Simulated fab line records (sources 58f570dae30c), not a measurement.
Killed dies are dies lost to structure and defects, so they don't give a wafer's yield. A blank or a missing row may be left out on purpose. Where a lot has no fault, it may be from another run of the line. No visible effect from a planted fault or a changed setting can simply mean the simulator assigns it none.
A single fault, viewed from 2 desks / flow berkeley cmos170 / each desk holds nothing but its own numbers, with what lay behind them at the end

AT THE TOOL OWNER'S DESK: lpcvd-01
The tool's own readings at UCB170_PWELL_CVD_05 (deposits Si3N4 from SiH2Cl2/NH3, target thk 220 nm, time 3300 s): means of the sampled wafers that have a number, for each lot that ran on this tool. If a lot's mean is further than 4 standard deviations from the usual mean, the lot is out of limits and carries the mark OUT (the distance appears in the brackets).
Columns: A = spike tc centre C at UCB170_PWELL_CVD_05, usual 802.2 C; B = zone power source pct at UCB170_PWELL_CVD_05, usual 20.2 %
lot=L678; first seen here=day 3 03:30; A=803.9; B=22.6
lot=L679; first seen here=day 3 10:41; A=801.7; B=22.5
lot=L683; first seen here=day 4 10:30; A=802.1; B=21.3
lot=L684; first seen here=day 4 10:30; A=803.0; B=22.6
lot=L685; first seen here=day 4 16:16; A=802.5; B=21.2
lot=L686; first seen here=day 4 16:16; A=801.5; B=21.1
lot=L687; first seen here=day 4 20:39; A=802.1; B=21.0
lot=L701; first seen here=day 8 16:50; A=803.3; B=22.6
This desk's verdict: no lot among the 8 shows anything out of limits.

METROLOGY DESK
What the gauges read, lot by lot, whatever tool the lot ran on: means of the sampled wafers that have a number. If a lot's mean is further than 4 standard deviations from the usual mean, the lot is out of limits and carries the mark OUT (the distance appears in the brackets).
Columns: A = NWELL_OVL at UCB170_NWELL_OVL_MEAS_12, usual -2 nm; B = PWELL_NITRIDE_THK at UCB170_PWELL_THK_MEAS_06, usual 219.7 nm; C = SACOX_OXIDE_THK at UCB170_SACOX_THK_MEAS_02, usual 14.40 nm; D = NVT_OVL at UCB170_NVT_OVL_MEAS_06, usual 1 nm
lot=L678; first seen here=day 2 08:50; A=1; B=220.3; C=14.56; D=2
lot=L679; first seen here=day 2 17:18; A=-12; B=219.3; C=14.52; D=-1
lot=L680; first seen here=day 3 02:18; A=3; B=221.5; C=13.87; D=2
lot=L681; first seen here=day 3 02:28; A=-1; B=218.5; C=14.08; D=2
lot=L682; first seen here=day 3 13:42; A=3; B=218.4; C=14.55; D=-3
lot=L684; first seen here=day 3 18:00; A=-3; B=221.4; C=14.31; D=1
lot=L683; first seen here=day 3 18:17; A=-11; B=218.9; C=14.53; D=2
lot=L686; first seen here=day 4 02:37; A=5; B=322.4 (+54) OUT; C=14.20; D=2
lot=L685; first seen here=day 4 03:20; A=-7; B=322.0 (+54) OUT; C=14.02; D=1
lot=L687; first seen here=day 4 08:08; A=-3; B=320.1 (+53) OUT; C=14.69; D=8
lot=L688; first seen here=day 4 11:24; A=0; B=217.4; C=14.71; D=10
lot=L696; first seen here=day 6 05:43; A=0; B=220.4; C=14.73; D=2
lot=L695; first seen here=day 6 05:59; A=3; B=217.0; C=14.47; D=5
lot=L701; first seen here=day 7 12:54; A=-8; B=220.7; C=14.09; D=-5
Per this desk, out of limits: L685, L686, L687; the first was L686, day 4 18:11 (PWELL_NITRIDE_THK at UCB170_PWELL_THK_MEAS_06). Within limits: L678, L679, L680, L681, L682, L684, L683, L688, L696, L695, L701.

BROUGHT TOGETHER
Metrology desk: alarm possible at day 4 18:11 on L685, L686, L687.
The desk of the tool owner found nothing out of limits.
The tool owner's desk has L685, L686, L687 on record, within its limits.
On lpcvd-01, each named lot ran UCB170_PWELL_CVD_05.

WHAT THE SIMULATOR PUT IN
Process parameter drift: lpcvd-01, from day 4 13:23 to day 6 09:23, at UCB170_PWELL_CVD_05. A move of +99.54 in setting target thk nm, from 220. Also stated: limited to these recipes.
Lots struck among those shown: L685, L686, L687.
Time in hours between the start of the fault and the first out-of-limits reading at each desk: metrology desk, 5.
